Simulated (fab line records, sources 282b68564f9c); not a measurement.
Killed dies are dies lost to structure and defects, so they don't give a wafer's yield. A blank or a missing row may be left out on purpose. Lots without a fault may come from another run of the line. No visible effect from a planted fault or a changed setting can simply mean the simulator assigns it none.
fab line records | flow rit_cmos
record: lots: 5 | wafers: 15 | last_day: 7
route steps=202 shown NLDD@111 PLDD@114 M1@202
lots that met no fault: from a run of the same line without faults
start_h: hours from the record's first day to the start of the lot's first wafer shown | wait_h: hours from the lot's prior step to this one | " the same as in the row above | L1.1+2: one row covering several wafers at once | - no value, or no start given | * or withheld: withheld | < > ~ a bound
route shown NAME@n: NAME is a module with steps in the file, n the number in the route of the first one | usual: mean and standard deviation over wafers with no fault | same: alike in all rows | chamber/n: place in a boat | sites: the reading at each site | _std_site: standard deviation across them | _edge_site: the outer-site mean with the inner-site mean subtracted | radius_mm: how far each site lies from the wafer's centre | mask NAME#n: copy n | behind: the most recent tool/chamber to have shaped the wafer | hold: what put the lot on hold/how long, in hours/how the hold closed | device: the n, p or np transistor that did not switch | end of line: the same wafers' tests at the end of the route | where a step has no rows: the recipe by itself | killed: count of dies lost to structure and defects at first sort (not the wafer's yield) | map: a wafer's dies, marking killed ones x, the rest . and places with no die _
set.NAME: the run value of the setting; set.NAME@STEP: its run value at that earlier step | model.NAME: the simulator's own value behind a step, which no gauge read
certain route steps with their lots: each step a table, each wafer a row
services: from which hour (start_h, from the record's first day; less than 0 if before it) a tool's chamber was out of use, for how many hours, and why
== steps ==
step: RIT_NLDD_IMPLANT_08
recipe: species: P | energy_kev: 20 | dose_cm2: 5e+14 | tilt_deg: 7
step: RIT_NLDD_STRIP_09
recipe: chemistry: O2 | time_s: 180 | resist: NOVOLAK | platen_temp_c: withheld | power_w: 500 | pressure_mtorr: 4000 | o2_flow_sccm: 4000
usual: chamber_pressure_mTorr: 4000/3.7 | drypump_motor_current_A: 5.7/0.38 | run_length_s: 208.1/0.45
lot.wafer | tool            | chamber | start_h | wait_h | chamber_pressure_mTorr | drypump_motor_current_A | rf_hours_counter_h | run_length_s
L664.1    | plasma_asher-01 | 0       | 52.29   | 0.1    | 4003                   | 5.2                     | 41                 | 208.4
L664.2    | "               | 1       | "       | "      | 4000                   | 6.1                     | 41                 | 207.3
L664.3    | "               | 1       | "       | "      | 4001                   | 6.1                     | -                  | 207.5
L669.2    | plasma_asher-01 | 1       | 75.58   | 0.1    | 3994                   | 6.1                     | 44                 | 207.6
L669.3    | "               | 0       | "       | "      | 4002                   | 5.2                     | -                  | 208.2
L669.5    | "               | 0       | "       | "      | 3997                   | 5.2                     | -                  | 208.1
L676.2    | plasma_asher-02 | 0       | 113.30  | 0.1    | 4000                   | 6.2                     | 33                 | 208.6
L676.3    | "               | 1       | "       | "      | 4006                   | 5.7                     | -                  | 208.2
L676.5    | "               | 1       | "       | "      | 4006                   | 5.7                     | -                  | 207.9
L682.1    | plasma_asher-03 | 1       | 137.34  | 0.1    | 4000                   | 5.2                     | 46                 | 207.9
L682.5    | "               | 0       | "       | "      | 3996                   | 5.8                     | -                  | 208.2
L682.6    | "               | 1       | "       | "      | 3998                   | 5.2                     | -                  | 208.1
L686.3    | plasma_asher-01 | 1       | 160.23  | 0.1    | 3999                   | 6.0                     | -                  | 207.6
L686.4    | "               | 0       | "       | "      | 3999                   | 5.2                     | -                  | 208.6
L686.6    | "               | 0       | "       | "      | 4001                   | 5.2                     | -                  | 208.5
step: RIT_NLDD_TW_MEAS_10
usual: NLDD_TW: 2501/13
lot.wafer | tool          | chamber | start_h | wait_h | NLDD_TW
L664.1    | film_metro-03 | -       | 52.46   | 0.1    | 2519
L664.2    | "             | -       | "       | "      | 2526
L664.3    | "             | -       | "       | "      | 2517
L669.2    | film_metro-02 | -       | 75.77   | 0.1    | 2517
L669.3    | "             | -       | "       | "      | 2500
L669.5    | "             | -       | "       | "      | 2493
L676.2    | film_metro-03 | -       | 113.49  | 0.1    | 2478
L676.3    | "             | -       | "       | "      | 2497
L676.5    | "             | -       | "       | "      | 2483
L682.1    | film_metro-04 | -       | 137.51  | 0.1    | 2516
L682.5    | "             | -       | "       | "      | 2511
L682.6    | "             | -       | "       | "      | 2512
L686.3    | film_metro-04 | -       | 160.36  | 0.1    | 2498
L686.4    | "             | -       | "       | "      | 2505
L686.6    | "             | -       | "       | "      | 2491
step: RIT_PLDD_HMDS_00
recipe: prime_time_s: 60 | prime_temp_c: 140
step: RIT_PLDD_COAT_01
recipe: resist: NOVOLAK | spin_rpm: 3250 | resist_thk_nm: 1000
step: RIT_PLDD_SOFTBAKE_02
recipe: resist: NOVOLAK | temp_c: 90 | time_s: 60
step: RIT_PLDD_EXPOSE_03
recipe: mask_id: M8 | na: 0.57 | target_cd_nm: 40900 | dose_mj: 250
step: RIT_PLDD_PEB_04
recipe: resist: NOVOLAK | temp_c: withheld | time_s: withheld
step: RIT_PLDD_DEVELOP_05
recipe: resist: NOVOLAK | develop_time_s: 50 | dev_temp_c: 23
step: RIT_PLDD_OVL_MEAS_06
usual: PLDD_OVL: -0.3/1.3
lot.wafer | tool       | chamber | start_h | wait_h | PLDD_OVL[nm]
L664.1    | overlay-02 | -       | 53.37   | -      | 0.3
L664.2    | "          | -       | "       | "      | -1.4
L664.3    | "          | -       | "       | "      | 0.0
L669.2    | overlay-02 | -       | 76.68   | -      | 0.8
L669.3    | "          | -       | "       | "      | 1.4
L669.5    | "          | -       | "       | "      | -0.2
L676.2    | overlay-01 | -       | 114.39  | -      | 1.7
L676.3    | "          | -       | "       | "      | -0.6
L676.5    | "          | -       | "       | "      | -0.5
L682.1    | overlay-01 | -       | 138.55  | -      | -0.2
L682.5    | "          | -       | "       | "      | -0.9
L682.6    | "          | -       | "       | "      | -2.4
L686.3    | overlay-02 | -       | 161.26  | -      | 0.8
L686.4    | "          | -       | "       | "      | 3.0
L686.6    | "          | -       | "       | "      | -0.2
step: RIT_PLDD_HARDBAKE_07
recipe: resist: NOVOLAK | temp_c: 140 | time_s: 60
step: RIT_PLDD_IMPLANT_08
recipe: species: BF2 | energy_kev: 20 | dose_cm2: 9e+14 | tilt_deg: 7
step: RIT_PLDD_STRIP_09
recipe: chemistry: O2 | time_s: 180 | resist: NOVOLAK | platen_temp_c: withheld | power_w: 500 | pressure_mtorr: 4000 | o2_flow_sccm: 4000
usual: chamber_pressure_mTorr: 4000/3.7 | drypump_motor_current_A: 6.0/0.32 | run_length_s: 208.3/0.4
lot.wafer | tool            | chamber | start_h | wait_h | chamber_pressure_mTorr | drypump_motor_current_A | rf_hours_counter_h | run_length_s | model.NOVOLAK_of_PLDD_COAT_01.thk_nm
L664.1    | plasma_asher-04 | 1       | 53.71   | 0.1    | 4007                   | 5.7                     | 43                 | 208.4        | 0
L664.2    | "               | 0       | "       | "      | 4000                   | 6.4                     | 43                 | 208.0        | 0
L664.3    | "               | 0       | "       | "      | 4002                   | 6.4                     | -                  | 207.8        | 0
L669.2    | plasma_asher-04 | 1       | 77.01   | 0.1    | 4006                   | 5.7                     | 45                 | 208.3        | 0
L669.3    | "               | 0       | "       | "      | 4000                   | 6.4                     | -                  | 207.7        | 0
L669.5    | "               | 0       | "       | "      | 4001                   | 6.4                     | -                  | 208.2        | 0
L676.2    | plasma_asher-04 | 1       | 114.72  | 0.1    | 3991                   | 5.7                     | 49                 | 208.4        | 0
L676.3    | "               | 1       | "       | "      | 4004                   | 5.7                     | -                  | 208.6        | 0
L676.5    | "               | 0       | "       | "      | 3996                   | 6.3                     | -                  | 208.4        | 0
L682.1    | plasma_asher-04 | 1       | 138.88  | 0.1    | 4002                   | 5.7                     | 53                 | 72.3         | 225
L682.5    | "               | 1       | "       | "      | 3998                   | 5.8                     | -                  | 72.4         | 223.6
L682.6    | "               | 0       | "       | "      | 4006                   | 6.4                     | -                  | 72.2         | 226.8
L686.3    | plasma_asher-01 | 0       | 161.65  | 0.1    | 4005                   | 5.2                     | -                  | 208.7        | 0
L686.4    | "               | 1       | "       | "      | 4000                   | 6.1                     | -                  | 207.3        | 0
L686.6    | "               | 0       | "       | "      | 4000                   | 5.2                     | -                  | 208.7        | 0
step: RIT_PLDD_TW_MEAS_10
usual: PLDD_TW: 2353/16
lot.wafer | tool          | chamber | start_h | wait_h | PLDD_TW
L664.1    | film_metro-02 | -       | 53.88   | 0.1    | 2330
L664.2    | "             | -       | "       | "      | 2331
L664.3    | "             | -       | "       | "      | 2330
L669.2    | film_metro-03 | -       | 77.19   | 0.1    | 2382
L669.3    | "             | -       | "       | "      | 2373
L669.5    | "             | -       | "       | "      | 2369
L676.2    | film_metro-04 | -       | 114.91  | 0.1    | 2367
L676.3    | "             | -       | "       | "      | 2361
L676.5    | "             | -       | "       | "      | 2376
L682.1    | film_metro-02 | -       | 139.06  | 0.1    | 2361
L682.5    | "             | -       | "       | "      | 2346
L682.6    | "             | -       | "       | "      | 2356
L686.3    | film_metro-04 | -       | 161.78  | 0.1    | 2362
L686.4    | "             | -       | "       | "      | 2352
L686.6    | "             | -       | "       | "      | 2353
step: RIT_M1_PROBE_99
usual: killed_at_contacts: 0.0/0.22 | killed_at_front_end: 6.5/2.8 | killed_dies: 6.5/2.8 | killed_on_rim: 1.7/1.3 | killed_open: 3.2/1.8 | killed_short: 3.3/2
same: gross_dies: 264 | killed_at_M0_to_M3: 0 | killed_at_M4_up: 0 | killed_at_back_side: 0 | killed_at_other: 0
lot.wafer | tool      | chamber | start_h | wait_h | killed_at_contacts | killed_at_front_end | killed_dies | killed_on_rim | killed_open | killed_short
L664.1    | prober-01 | -       | 68.39   | 0.1    | 0                  | 10                  | 10          | 2             | 3           | 5
L664.2    | prober-01 | -       | 68.44   | 0.1    | 0                  | 5                   | 5           | 2             | 3           | 2
L664.3    | prober-01 | -       | 68.49   | 0.2    | 0                  | 4                   | 4           | 0             | 1           | 2
L669.2    | prober-02 | -       | 91.62   | 0.1    | 0                  | 6                   | 6           | 0             | 3           | 3
L669.3    | prober-02 | -       | 91.67   | 0.2    | 0                  | 8                   | 8           | 3             | 2           | 6
L669.5    | prober-02 | -       | 91.77   | 0.2    | 0                  | 6                   | 6           | 2             | 2           | 4
L676.2    | prober-01 | -       | 128.44  | 0.1    | 0                  | 6                   | 6           | 3             | 2           | 4
L676.3    | prober-01 | -       | 128.49  | 0.2    | 0                  | 6                   | 6           | 2             | 1           | 5
L676.5    | prober-01 | -       | 128.59  | 0.2    | 0                  | 4                   | 4           | 0             | 2           | 2
L682.1    | prober-01 | -       | 153.09  | 0.1    | 0                  | 264                 | 264         | 70            | 6           | 3
L682.5    | prober-01 | -       | 153.29  | 0.2    | 0                  | 264                 | 264         | 70            | 1           | 8
L682.6    | prober-01 | -       | 153.34  | 0.2    | 1                  | 263                 | 264         | 70            | 6           | 1
killed by level:class
L664.1 GATE:geometric_particle:short=3 FOX1:geometric_particle:open=2 SILICIDE:geometric_particle:short=2 PLDD:coat_microbubble_printed=2 SILICIDE:geometric_particle:open=1
L664.2 FOX1:geometric_particle:short=2 FOX1:geometric_particle:open=1 GATE:geometric_particle:open=1 SPACER:geometric_particle:open=1
L664.3 FOX1:geometric_particle:short=1 GATE:geometric_particle:open=1 REOX:geometric_particle:short=1 PLDD:coat_microbubble_printed=1
L669.2 FOX2:geometric_particle:open=2 GATE:geometric_particle:short=2 FOX2:geometric_particle:short=1 SILICIDE:geometric_particle:open=1
L669.3 FOX2:geometric_particle:short=2 GATE:geometric_particle:short=2 SPACER:geometric_particle:short=2 FOX1:geometric_particle:open=1 SPACER:geometric_particle:open=1
L669.5 FOX1:geometric_particle:short=2 FOX2:geometric_particle:short=1 FOX2:geometric_particle:open=1 GATE:geometric_particle:open=1 SPACER:geometric_particle:short=1
L676.2 FOX1:geometric_particle:short=2 GATE:geometric_particle:open=1 REOX:geometric_particle:open=1 SPACER:geometric_particle:short=1 SILICIDE:geometric_particle:short=1
L676.3 SPACER:geometric_particle:short=2 FOX1:geometric_particle:short=1 GATE:geometric_particle:short=1 REOX:geometric_particle:open=1 SILICIDE:geometric_particle:short=1
L676.5 FOX2:geometric_particle:short=1 REOX:geometric_particle:open=1 REOX:geometric_particle:short=1 SPACER:geometric_particle:open=1
L682.1 SPACER:area_cvd=255 FOX1:geometric_particle:open=2 FOX2:geometric_particle:open=2 GATE:geometric_particle:open=1 GATE:geometric_particle:short=1 REOX:geometric_particle:short=1 SPACER:geometric_particle:short=1 SILICIDE:geometric_particle:open=1
L682.5 SPACER:area_cvd=255 FOX1:geometric_particle:short=4 GATE:geometric_particle:short=2 FOX2:geometric_particle:short=1 REOX:geometric_particle:open=1 SPACER:geometric_particle:short=1
L682.6 SPACER:area_cvd=257 GATE:geometric_particle:open=3 FOX1:geometric_particle:open=1 FOX2:geometric_particle:short=1 REOX:geometric_particle:open=1 CONTACT:geometric_particle:open=1
map L682.1 (x killed, . not)
________xxxxxxx_______
_____xxxxxxxxxxxxx____
____xxxxxxxxxxxxxxx___
___xxxxxxxxxxxxxxxxx__
__xxxxxxxxxxxxxxxxxxx_
__xxxxxxxxxxxxxxxxxxx_
_xxxxxxxxxxxxxxxxxxxxx
_xxxxxxxxxxxxxxxxxxxxx
_xxxxxxxxxxxxxxxxxxxxx
_xxxxxxxxxxxxxxxxxxxxx
__xxxxxxxxxxxxxxxxxxx_
__xxxxxxxxxxxxxxxxxxx_
___xxxxxxxxxxxxxxxxx__
____xxxxxxxxxxxxxxx___
_____xxxxxxxxxxxxx____
________xxxxxxx_______
map L669.3 (x killed, . not)
________......._______
_____.............____
____..............x___
___..........x......__
__....x.............._
__..................._
_.....................
_.....................
_...........x.........
_.....................
__..................._
__..................._
___.................__
____...............___
_____xx....xx.....____
________......._______
== services ==
tool            | chamber | start_h | hours | kind
plasma_asher-02 | -       | 38.91   | 2.8   | pm
plasma_asher-01 | -       | 75.98   | 2.8   | pm
plasma_asher-03 | -       | 102.96  | 1.5   | repair
plasma_asher-01 | -       | 108.75  | 9.0   | pm
plasma_asher-01 | 0       | 108.75  | 9.0   | vent_cycle
plasma_asher-01 | 1       | 108.75  | 9.0   | vent_cycle
plasma_asher-01 | 0       | 117.75  | -     | clean
plasma_asher-01 | 1       | 117.75  | -     | clean
plasma_asher-02 | -       | 119.58  | 1.3   | repair
plasma_asher-01 | -       | 123.57  | 7.8   | repair
== key ==
first_sign: step: RIT_PLDD_STRIP_09 | reading: run_length_s | direction: down | sigmas: 99+ | usual: * | struck: *
effect: step: RIT_M1_PROBE_99 | reading: killed_at_front_end | direction: up | sigmas: 93 | usual: 6.5 | struck: 263.7
model_effect: step: RIT_PLDD_STRIP_09 | value: NOVOLAK_of_PLDD_COAT_01.thk_nm | without: 0 | struck: 225.1
more_kills_born_at: RIT_SPACER_CVD_03@lpcvd-01: 767
met_at RIT_PLDD_STRIP_09
struck_wafers L682.1,L682.5,L682.6
later_rows_left_out L682.1,L682.5,L682.6
tester_left_out L682
onset_between 114.72 138.88
fault: kind: strip_aborted | tool: plasma_asher-04 | chamber: - | onset_h: 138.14 | steps: RIT_PLDD_STRIP_09 | offset: 0.6 | end_h: 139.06
tester_left_out: of these lots the tester's yield and bins aren't shown, on N5 and GAA mostly nor the transistor test; their killed dies are dies lost to structure and defects alone, not to doping, threshold or leakage, so they don't give the yield
later_rows_left_out: the simulator's readings of these wafers behind a module that went badly wrong aren't trusted and aren't shown, but for the sort
